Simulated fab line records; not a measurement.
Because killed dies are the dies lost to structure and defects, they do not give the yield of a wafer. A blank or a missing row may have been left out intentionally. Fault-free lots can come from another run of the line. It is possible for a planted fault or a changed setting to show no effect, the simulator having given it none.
A struck lot beside a sound one	flow rit cmos	15 out of 202 route steps
Sound: these wafers, L120.1, L120.2, L120.4. Struck: wafers L125.1, L125.2, L125.5. The cause is given at the end.
Order at every step that has rows: each side's tool, ch and its chambers, its first start. Under that, the readings that differ: sound wafers	struck wafers	difference of the means	sigmas: that difference in standard deviations of wafers without a fault.
alike: words and numbers the same on both sides, and readings whose means are apart by under 2 such deviations; not compared: readings that were withheld, readings missing a value for some wafer, numbers with overlapping values and no deviation given by the record, and bounds like >300 which may hide the same value.
The two part at a step that has a row with sigmas, a row that says differs or no value, or rows on one side only. Numbers that don't overlap but have no deviation are shown without sigmas and don't part them. A reading missing from all wafers of one side parts the sides only when that side holds two or more wafers.

first, 4 steps without rows for these wafers: RIT_PLDD_SOFTBAKE_02 (time 60 s); RIT_PLDD_EXPOSE_03 (exposes mask M8, target cd 40900 nm); RIT_PLDD_PEB_04; RIT_PLDD_DEVELOP_05 (develop time 50 s).
RIT_PLDD_OVL_MEAS_06:
  sound on overlay-02 at day 3 00:33; struck on overlay-02 at day 4 01:04
  alike: PLDD_OVL
then, 2 steps without rows for these wafers: RIT_PLDD_HARDBAKE_07 (time 60 s); RIT_PLDD_IMPLANT_08.
RIT_PLDD_STRIP_09: strips in O2, time 180 s.
  sound on plasma asher-02 ch 0,1, day 3 00:53; struck on plasma asher-02 ch 0,1, day 4 01:25
  alike: drypump motor current A
  not compared: rf hours counter h
RIT_PLDD_TW_MEAS_10:
  sound on film metro-03 at day 3 01:04; struck on film metro-03 at day 4 01:35
  alike: PLDD_TW
then, 3 steps without rows for these wafers: RIT_SPACER_CLEAN_00 (cleans in SC1, time 600 s); RIT_SPACER_CLEAN_01 (cleans in dHF, time 30 s); RIT_SPACER_CLEAN_02 (cleans in SC2, time 600 s).
RIT_SPACER_CVD_03: deposits Si3N4 from SiH2Cl2/NH3, target thk 250 nm, time 3300 s.
  sound on lpcvd-01 ch 1, day 3 01:29; struck on lpcvd-02 ch 0, day 4 04:08
  alike: pressure mtorr, zone power source pct
RIT_SPACER_THK_MEAS_04:
  sound on film metro-04 at day 3 03:25; struck on film metro-02 at day 4 06:16
reading	sound	struck	difference	sigmas
SPACER_NITRIDE_THK (nm)	250.4 250.6 249.8	502.7 506.3 506.8	+255.0	+99 or more
RIT_M1_PROBE_99:
  sound wafers here have rows in the record (prober-02, day 3 15:26); struck ones have none

== WHERE THEY PART ==
Last at RIT_M1_PROBE_99 as far as this record goes, first at RIT_SPACER_THK_MEAS_04.

WHY: what had been put in by the simulator
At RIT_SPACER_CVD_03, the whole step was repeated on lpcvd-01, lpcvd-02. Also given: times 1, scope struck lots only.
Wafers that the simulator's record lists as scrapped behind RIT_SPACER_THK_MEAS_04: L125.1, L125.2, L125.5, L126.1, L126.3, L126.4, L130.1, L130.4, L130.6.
